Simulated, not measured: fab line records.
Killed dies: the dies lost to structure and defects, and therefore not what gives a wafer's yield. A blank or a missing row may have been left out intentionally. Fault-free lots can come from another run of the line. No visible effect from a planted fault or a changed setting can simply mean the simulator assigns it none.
Lot-split experiment ; flow berkeleyCmos170 ; on a route of 331 steps: 5 lots, 23 wafers read

== THE SPLIT ITSELF ==
At UCB170_M2_COAT_05 (resist thk 900 nm), the setting resistThkNm was moved away from the recipe's 900 nm on 12 of the 23 wafers read, by -5.4% to +2.3%. All remaining wafers had this setting at the recipe value.

The reading comes from the split's own step.

== THE READING ==
KrF_of_M2_COAT_05.thkNm (the simulator's own value, which no gauge read), in nm, at UCB170_M2_COAT_05 (resist thk 900 nm). No usual value for it is given in the file. Average 900.9 nm, standard deviation 1.9 nm, over the 11 wafers here run with the recipe.

wafer;tool, chamber at the split;resistThkNm as run, nm;against the recipe;KrF_of_M2_COAT_05.thkNm, nm;against lot-mates on the recipe
L074.2;lithoTrack-02, 0;854.9;-5.0%;858.6;-43.6
L074.3;lithoTrack-02, 0;854.9;-5.0%;854.9;-47.4
L074.4;lithoTrack-02, 0;900;recipe;899.8;-
L074.5;lithoTrack-02, 0;854.9;-5.0%;855.8;-46.5
L074.6;lithoTrack-02, 0;900;recipe;904.7;-
L078.2;lithoTrack-03, 0;900;recipe;900.3;-
L078.3;lithoTrack-03, 0;900;recipe;900.4;-
L078.4;lithoTrack-03, 0;900;recipe;900.6;-
L076.2;lithoTrack-01, 0;921;+2.3%;923.3;+20.0
L076.6;lithoTrack-01, 0;921;+2.3%;923.3;+20.0
L076.3;lithoTrack-01, 0;900;recipe;902.5;-
L076.4;lithoTrack-01, 0;900;recipe;904.1;-
L076.5;lithoTrack-01, 0;921;+2.3%;919.4;+16.1
L075.1;lithoTrack-03, 0;877.1;-2.5%;877.1;-22.2
L075.2;lithoTrack-03, 0;877.1;-2.5%;875.6;-23.7
L075.3;lithoTrack-03, 0;900;recipe;898.8;-
L075.4;lithoTrack-03, 0;900;recipe;899.9;-
L075.5;lithoTrack-03, 0;877.1;-2.5%;877.5;-21.8
L085.1;lithoTrack-02, 0;851.6;-5.4%;851.5;-48.0
L085.3;lithoTrack-02, 0;900;recipe;900.6;-
L085.4;lithoTrack-02, 0;851.6;-5.4%;852.8;-46.7
L085.5;lithoTrack-02, 0;851.6;-5.4%;850.7;-48.8
L085.6;lithoTrack-02, 0;900;recipe;898.4;-

FIT RESULTS
A straight line over all 23 wafers: KrF_of_M2_COAT_05.thkNm changes by +9.06 nm for each +1% of resistThkNm; r = +1.00; the points scatter about the line by 1.8 nm.
The same after taking each lot's own level away (the mean of its wafers on the recipe; 23 wafers): +8.83 nm for each +1%; r = +1.00; scatter 1.6 nm.
Per that fit: largest resistThkNm move, reading shift of 48 nm.
Across the lots, their own levels run from 899.35 to 903.30 nm, a range of 2.0 times the standard deviation given above.
Consequently the slope shifts little with the lot-to-lot level, the two slopes agreeing.
Check: for one of the wafers moved furthest among these (-5.4%), held out of the fit, the line's prediction against its lot-mates is -48 nm. Against them it came out at -48 nm.

== THE WHOLE CHAIN: every reading that the file lists as answering this split, in the file's order ==
step;what it does;reading;change (the file's fit);r (the file's)
UCB170_M2_COAT_05;resist thk 900 nm;KrF_of_M2_COAT_05.thkNm (the simulator's own value, which no gauge read);+8.91 nm for each +1% of the setting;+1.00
UCB170_M2_STRIP_07;strips in O2;stripTimeToEndpointS;withheld for each +1% of the setting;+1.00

== FILE'S OWN FIT ==
KrF_of_M2_COAT_05.thkNm changes by +8.91 nm for each +1% of resistThkNm, r = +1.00.
